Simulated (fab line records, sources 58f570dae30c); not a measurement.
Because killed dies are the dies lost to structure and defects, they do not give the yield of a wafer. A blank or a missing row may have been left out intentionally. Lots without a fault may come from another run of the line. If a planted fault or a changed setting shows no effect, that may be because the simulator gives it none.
Which tool did it? / flow berkeley cmos170 / 40 wafers from 14 lots sampled at 5 of the route's 331 steps

WHAT EACH GAUGE READ, for each wafer
UCB170_PSD_OVL_MEAS_07. Usual: PSD_OVL 2 nm, standard deviation 4.6.
lot=L991; measured=day 6 16:34; on=overlay-02; PSD_OVL (nm)=4 -2 1; flag=
lot=L994; measured=day 6 17:16; on=overlay-02; PSD_OVL (nm)=-2 -1 2; flag=
lot=L992; measured=day 6 17:23; on=overlay-01; PSD_OVL (nm)=4 -1 6; flag=
lot=L996; measured=day 7 00:23; on=overlay-01; PSD_OVL (nm)=3 6 -1; flag=
lot=L998; measured=day 7 15:14; on=overlay-01; PSD_OVL (nm)=3 14 2; flag=
lot=L997; measured=day 7 15:21; on=overlay-01; PSD_OVL (nm)=-5 -3 -6; flag=
lot=L100; measured=day 8 06:56; on=overlay-01; PSD_OVL (nm)=5 6 6; flag=
lot=L104; measured=day 8 07:47; on=overlay-01; PSD_OVL (nm)=5 6 -2; flag=
lot=L101; measured=day 8 08:07; on=overlay-02; PSD_OVL (nm)=9 11 7; flag=
lot=L105; measured=day 9 05:47; on=overlay-01; PSD_OVL (nm)=10 9 7; flag=
lot=L106; measured=day 9 06:10; on=overlay-01; PSD_OVL (nm)=1 6 3; flag=
lot=L108; measured=day 9 17:26; on=overlay-02; PSD_OVL (nm)=8 6 6; flag=
lot=L109; measured=day 10 09:10; on=overlay-01; PSD_OVL (nm)=-7; flag=
lot=L113; measured=day 11 00:37; on=overlay-01; PSD_OVL (nm)=5 1 0; flag=

UCB170_NSD_CD_MEAS_06 targets a cd of 1200 nm. Usual: cd nm reads 1200.0 nm (standard deviation 1.4).
lot=L991; measured=day 6 18:16; on=cd sem-02; cd nm (nm)=1198.3 1197.0 1198.3; flag=
lot=L994; measured=day 6 18:55; on=cd sem-02; cd nm (nm)=1200.5 1201.0 1200.1; flag=
lot=L992; measured=day 6 19:17; on=cd sem-02; cd nm (nm)=1199.1 1200.0 1199.3; flag=
lot=L996; measured=day 7 02:56; on=cd sem-02; cd nm (nm)=1197.9 1196.2 1196.2; flag=
lot=L998; measured=day 7 16:47; on=cd sem-02; cd nm (nm)=1202.0 1202.0 1204.0; flag=
lot=L997; measured=day 7 17:07; on=cd sem-02; cd nm (nm)=1200.3 1200.9 1199.7; flag=
lot=L100; measured=day 8 09:07; on=cd sem-02; cd nm (nm)=1199.0 1200.7 1200.4; flag=
lot=L104; measured=day 8 09:41; on=cd sem-01; cd nm (nm)=1202.1 1202.1 1201.8; flag=
lot=L101; measured=day 8 10:09; on=cd sem-01; cd nm (nm)=1199.8 1199.8 1200.2; flag=
lot=L105; measured=day 9 07:12; on=cd sem-01; cd nm (nm)=1202.6 1200.8 1201.8; flag=
lot=L106; measured=day 9 07:40; on=cd sem-01; cd nm (nm)=1199.4 1200.7 1200.4; flag=
lot=L108; measured=day 9 18:57; on=cd sem-02; cd nm (nm)=1200.2 1202.7 1201.8; flag=
lot=L109; measured=day 10 10:46; on=cd sem-02; cd nm (nm)=1201.9; flag=
lot=L113; measured=day 11 02:06; on=cd sem-02; cd nm (nm)=1200.3 1199.6 1201.0; flag=

UCB170_V1_THK_MEAS_01. Usual: V1_TEOS_THK 2001 nm, standard deviation 32.
lot=L991; measured=day 7 04:51; on=film metro-04; V1_TEOS_THK (nm)=2028 2002 2033; flag=
lot=L994; measured=day 7 07:26; on=film metro-04; V1_TEOS_THK (nm)=1965 2026 2048; flag=
lot=L992; measured=day 7 07:26; on=film metro-02; V1_TEOS_THK (nm)=1965 1976 2004; flag=
lot=L996; measured=day 7 17:21; on=film metro-02; V1_TEOS_THK (nm)=2022 2015 2012; flag=
lot=L998; measured=day 8 06:37; on=film metro-02; V1_TEOS_THK (nm)=1976 2057 2007; flag=
lot=L997; measured=day 8 14:43; on=film metro-04; V1_TEOS_THK (nm)=1990 2004 2001; flag=
lot=L100; measured=day 9 00:29; on=film metro-01; V1_TEOS_THK (nm)=1981 2009 2023; flag=
lot=L104; measured=day 9 00:43; on=film metro-01; V1_TEOS_THK (nm)=2029 2025 2018; flag=
lot=L101; measured=day 9 00:32; on=film metro-04; V1_TEOS_THK (nm)=2005 2012 2012; flag=
lot=L105; measured=day 9 21:44; on=film metro-04; V1_TEOS_THK (nm)=2023 2014 2067; flag=
lot=L106; measured=day 9 21:44; on=film metro-01; V1_TEOS_THK (nm)=1991 2029 2022; flag=
lot=L108; measured=day 10 08:10; on=film metro-04; V1_TEOS_THK (nm)=2000 1931 1996; flag=
lot=L109; measured=day 11 04:38; on=film metro-01; V1_TEOS_THK (nm)=2149; flag=OFF
lot=L113; measured=day 11 21:44; on=film metro-04; V1_TEOS_THK (nm)=2155 1995 2205; flag=OFF

TOOL THAT RAN EACH LOT (tool first, then ch and the chambers of the sampled wafers, then the start)
lot=L991; UCB170_CONTACT_STRIP_19=plasma asher-02 ch 0,1, day 7 00:59; UCB170_V1_CVD_00=pecvd-03 ch 0,2, day 7 04:41
lot=L994; UCB170_CONTACT_STRIP_19=plasma asher-04 ch 0,1, day 7 02:37; UCB170_V1_CVD_00=pecvd-03 ch 0,1,2, day 7 07:16
lot=L992; UCB170_CONTACT_STRIP_19=plasma asher-03 ch 0,1, day 7 02:12; UCB170_V1_CVD_00=pecvd-02 ch 0,2, day 7 07:16
lot=L996; UCB170_CONTACT_STRIP_19=plasma asher-03 ch 0,1, day 7 11:07; UCB170_V1_CVD_00=pecvd-03 ch 0,1,2, day 7 17:12
lot=L998; UCB170_CONTACT_STRIP_19=plasma asher-03 ch 0,1, day 8 00:00; UCB170_V1_CVD_00=pecvd-02 ch 1,2, day 8 06:27
lot=L997; UCB170_CONTACT_STRIP_19=plasma asher-04 ch 0,1, day 8 05:38; UCB170_V1_CVD_00=pecvd-03 ch 0,1,2, day 8 14:33
lot=L100; UCB170_CONTACT_STRIP_19=plasma asher-02 ch 0,1, day 8 15:39; UCB170_V1_CVD_00=pecvd-02 ch 1,2, day 9 00:14
lot=L104; UCB170_CONTACT_STRIP_19=plasma asher-04 ch 0,1, day 8 18:22; UCB170_V1_CVD_00=pecvd-02 ch 1,2, day 9 00:28
lot=L101; UCB170_CONTACT_STRIP_19=plasma asher-02 ch 0,1, day 8 18:43; UCB170_V1_CVD_00=pecvd-03 ch 0,1,2, day 9 00:23
lot=L105; UCB170_CONTACT_STRIP_19=plasma asher-04 ch 0,1, day 9 14:14; UCB170_V1_CVD_00=pecvd-04 ch 1,2, day 9 21:34
lot=L106; UCB170_CONTACT_STRIP_19=plasma asher-03 ch 0,1, day 9 16:25; UCB170_V1_CVD_00=pecvd-03 ch 0,1, day 9 21:34
lot=L108; UCB170_CONTACT_STRIP_19=plasma asher-03 ch 0,1, day 10 01:47; UCB170_V1_CVD_00=pecvd-02 ch 0,1, day 10 08:01
lot=L109; UCB170_CONTACT_STRIP_19=plasma asher-03 ch 1, day 10 22:14; UCB170_V1_CVD_00=pecvd-02 ch 0, day 11 04:31
lot=L113; UCB170_CONTACT_STRIP_19=plasma asher-02 ch 0,1, day 11 15:23; UCB170_V1_CVD_00=pecvd-02 ch 0,1, day 11 21:35
- UCB170_CONTACT_STRIP_19: strips in O2.
- UCB170_V1_CVD_00: deposits SiO2 from TEOS/O2, target thk 2000 nm, time 250 s.

AS READ BY THE TOOLS THEMSELVES (means over the sampled wafers that have a number; for cases with no such wafer, the mark the record gives instead)
UCB170_CONTACT_STRIP_19. Usual: drypump motor current A 5.95 A, standard deviation 0.17; oes product au 0.725 a.u., standard deviation 0.0046.
lot=L991; tool=plasma asher-02; drypump motor current A (A)=6.02; oes product au (a.u.)=0.723; flag=
lot=L994; tool=plasma asher-04; drypump motor current A (A)=5.93; oes product au (a.u.)=0.725; flag=
lot=L992; tool=plasma asher-03; drypump motor current A (A)=5.92; oes product au (a.u.)=0.724; flag=
lot=L996; tool=plasma asher-03; drypump motor current A (A)=5.83; oes product au (a.u.)=0.725; flag=
lot=L998; tool=plasma asher-03; drypump motor current A (A)=5.83; oes product au (a.u.)=0.731; flag=
lot=L997; tool=plasma asher-04; drypump motor current A (A)=5.95; oes product au (a.u.)=0.721; flag=
lot=L100; tool=plasma asher-02; drypump motor current A (A)=5.97; oes product au (a.u.)=0.725; flag=
lot=L104; tool=plasma asher-04; drypump motor current A (A)=6.08; oes product au (a.u.)=0.724; flag=
lot=L101; tool=plasma asher-02; drypump motor current A (A)=6.02; oes product au (a.u.)=0.723; flag=
lot=L105; tool=plasma asher-04; drypump motor current A (A)=6.07; oes product au (a.u.)=0.725; flag=
lot=L106; tool=plasma asher-03; drypump motor current A (A)=5.81; oes product au (a.u.)=0.726; flag=
lot=L108; tool=plasma asher-03; drypump motor current A (A)=5.91; oes product au (a.u.)=0.729; flag=
lot=L109; tool=plasma asher-03; drypump motor current A (A)=5.72; oes product au (a.u.)=0.723; flag=
lot=L113; tool=plasma asher-02; drypump motor current A (A)=6.02; oes product au (a.u.)=0.725; flag=

UCB170_V1_CVD_00. Usual: heater power w 264 W, standard deviation 75; rf fwd power W 548.5 W, standard deviation 1.7.
lot=L991; tool=pecvd-03; heater power w (W)=255; rf fwd power W (W)=546.9; flag=
lot=L994; tool=pecvd-03; heater power w (W)=236; rf fwd power W (W)=548.1; flag=
lot=L992; tool=pecvd-02; heater power w (W)=321; rf fwd power W (W)=550.2; flag=
lot=L996; tool=pecvd-03; heater power w (W)=240; rf fwd power W (W)=549.6; flag=
lot=L998; tool=pecvd-02; heater power w (W)=338; rf fwd power W (W)=548.0; flag=
lot=L997; tool=pecvd-03; heater power w (W)=246; rf fwd power W (W)=548.8; flag=
lot=L100; tool=pecvd-02; heater power w (W)=325; rf fwd power W (W)=548.3; flag=
lot=L104; tool=pecvd-02; heater power w (W)=321; rf fwd power W (W)=547.8; flag=
lot=L101; tool=pecvd-03; heater power w (W)=227; rf fwd power W (W)=546.3; flag=
lot=L105; tool=pecvd-04; heater power w (W)=293; rf fwd power W (W)=549.1; flag=
lot=L106; tool=pecvd-03; heater power w (W)=189; rf fwd power W (W)=547.9; flag=
lot=L108; tool=pecvd-02; heater power w (W)=238; rf fwd power W (W)=547.3; flag=
lot=L109; tool=pecvd-02; heater power w (W)=152; rf fwd power W (W)=769.8; flag=OFF
lot=L113; tool=pecvd-02; heater power w (W)=213; rf fwd power W (W)=694.1; flag=OFF

THE ANSWER, worked out from the rows above alone
Rule: take the mean of a lot's wafers that have a number; if it is more than 3 standard deviations from the usual mean, the lot is off. Also off: a lot with no number at a reading for which 4 or more lots have one. Where the step has rows for the other lots, those lots are counted as sound. The gauges are gone through in route order, then the tools' own readings, and for those a lot's mean is taken as printed above. The first step at which some lot is off is used, and at that step the reading that is off furthest; a lot without a number counts as furthest.
Off: L109, L113, at UCB170_V1_THK_MEAS_01 (V1_TEOS_THK).
A tool fits if, at a process step before that reading, it ran every lot that is off, and no sound lot after the first of them. Not tried: the gauges at UCB170_V1_THK_MEAS_01; whatever is off there is also off at UCB170_V1_CVD_00, on other tools, and gauge error can't account for it. One candidate fits, namely pecvd-02 at UCB170_V1_CVD_00. A fault onset in the window from L108 (day 10 08:01, its last sound lot) to L109 (day 11 04:31, its first lot off) fits.
The tool's own readings at UCB170_V1_CVD_00 bear it out: on the lots that are off they differ by more than 5 times the standard deviation of the sound lots' means. rf fwd power W reads 732.0 W there against 548.2 W on the sound lots.

WHAT HAD BEEN PUT IN BY THE SIMULATOR
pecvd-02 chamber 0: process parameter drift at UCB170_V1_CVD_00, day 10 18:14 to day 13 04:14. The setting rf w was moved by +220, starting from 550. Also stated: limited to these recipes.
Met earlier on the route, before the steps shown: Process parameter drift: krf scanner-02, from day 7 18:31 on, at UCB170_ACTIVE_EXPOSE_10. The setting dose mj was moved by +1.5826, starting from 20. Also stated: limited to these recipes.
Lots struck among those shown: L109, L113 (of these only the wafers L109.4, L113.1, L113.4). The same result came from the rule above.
